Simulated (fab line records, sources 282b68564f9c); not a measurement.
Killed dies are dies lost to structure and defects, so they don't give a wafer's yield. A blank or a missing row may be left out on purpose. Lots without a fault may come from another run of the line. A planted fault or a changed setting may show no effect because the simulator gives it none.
Which tool did it? | flow rit_cmos | 14 lots, 42 wafers sampled, at 2 steps of a route of 202

WHAT THE GAUGES READ, wafer by wafer
The record holds no reading of a measuring or inspecting step that can be judged against a usual standard deviation.

WHICH TOOL RAN EACH LOT (tool, then ch and the chambers of the sampled wafers, then the start)
lot  | RIT_PSD_STRIP_09                    | RIT_M1_PROBE_99
L678 | plasma_asher-02 ch 0,1, day 3 03:38 | -
L679 | plasma_asher-02 ch 0,1, day 3 09:59 | -
L680 | plasma_asher-03 ch 0,1, day 3 13:34 | -
L681 | plasma_asher-04 ch 0, day 3 22:13   | -
L682 | plasma_asher-03 ch 0,1, day 4 02:55 | -
L683 | plasma_asher-02 ch 0,1, day 4 06:47 | -
L684 | plasma_asher-03 ch 0, day 4 13:17   | prober-01, day 4 21:26
L686 | plasma_asher-03 ch 0,1, day 4 22:46 | prober-01, day 5 06:44
L693 | plasma_asher-04 ch 0,1, day 6 06:57 | -
L694 | plasma_asher-04 ch 0,1, day 6 13:34 | -
L696 | plasma_asher-04 ch 0,1, day 6 23:38 | -
L698 | plasma_asher-04 ch 0,1, day 7 06:34 | -
L699 | plasma_asher-02 ch 0,1, day 7 12:51 | -
L700 | plasma_asher-02 ch 0,1, day 7 20:53 | -
- RIT_PSD_STRIP_09: strips in O2, time 180 s.
- RIT_M1_PROBE_99

WHAT THE TOOLS THEMSELVES READ (means of the sampled wafers that have a number; where no wafer has one, the mark that the record gives instead)
RIT_PSD_STRIP_09. Usual: chamber_pressure_mTorr 4000 mTorr, standard deviation 3.5; drypump_motor_current_A 5.8 A, standard deviation 0.63.
lot  | tool            | chamber_pressure_mTorr (mTorr) | drypump_motor_current_A (A) | flag
L678 | plasma_asher-02 | 4001                           | 6.6                         |
L679 | plasma_asher-02 | 4001                           | 6.3                         |
L680 | plasma_asher-03 | 4002                           | 5.6                         |
L681 | plasma_asher-04 | 4004                           | 4.8                         |
L682 | plasma_asher-03 | 4000                           | 5.5                         |
L683 | plasma_asher-02 | 4002                           | 6.5                         |
L684 | plasma_asher-03 | 4005                           | 5.5                         |
L686 | plasma_asher-03 | 4001                           | 5.6                         |
L693 | plasma_asher-04 | 3996                           | 5.1                         |
L694 | plasma_asher-04 | 4000                           | 5.3                         |
L696 | plasma_asher-04 | 4002                           | 5.3                         |
L698 | plasma_asher-04 | 3999                           | 5.1                         |
L699 | plasma_asher-02 | 3999                           | 6.3                         |
L700 | plasma_asher-02 | 3999                           | 6.6                         |

RIT_M1_PROBE_99. Usual: killed_at_contacts 0.1, standard deviation 0.35; killed_at_front_end 6.9, standard deviation 2.8; killed_dies 7.0, standard deviation 2.8; killed_open 3.4, standard deviation 2; killed_short 3.5, standard deviation 2.1.
lot  | tool      | killed_at_contacts | killed_at_front_end | killed_dies | killed_open | killed_short | flag
L684 | prober-01 | 0.3                | 37.7                | 38.0        | 2.0         | 5.3          | OFF
L686 | prober-01 | 0.3                | 16.0                | 16.3        | 4.0         | 2.3          | OFF

THE ANSWER, worked out from the rows above alone
Rule: a lot is off if the mean of its wafers that have a number lies more than 3 standard deviations from the usual mean. A lot without any number at a reading at which 4 lots or more have one is off too. The other lots that the step has rows for count as sound. The gauges are gone through in route order, then the tools' own readings, and for those a lot's mean is taken as printed above. The first step at which some lot is off is used, and at that step the reading that is off furthest; a lot without a number counts as furthest.
Off: L684, L686, at RIT_M1_PROBE_99 (killed_dies). Neither off nor sound, because the step has no rows for them: L678, L679, L680, L681, L682, L683, L693, L694, L696, L698, L699, L700.
A tool fits if, at that step or a process step before it, it ran every lot that is off, and no sound lot after the first of them. Can't be told from this: 2 tools fit, plasma_asher-03 at RIT_PSD_STRIP_09, prober-01 at RIT_M1_PROBE_99.

WHAT THE SIMULATOR HAD PUT IN
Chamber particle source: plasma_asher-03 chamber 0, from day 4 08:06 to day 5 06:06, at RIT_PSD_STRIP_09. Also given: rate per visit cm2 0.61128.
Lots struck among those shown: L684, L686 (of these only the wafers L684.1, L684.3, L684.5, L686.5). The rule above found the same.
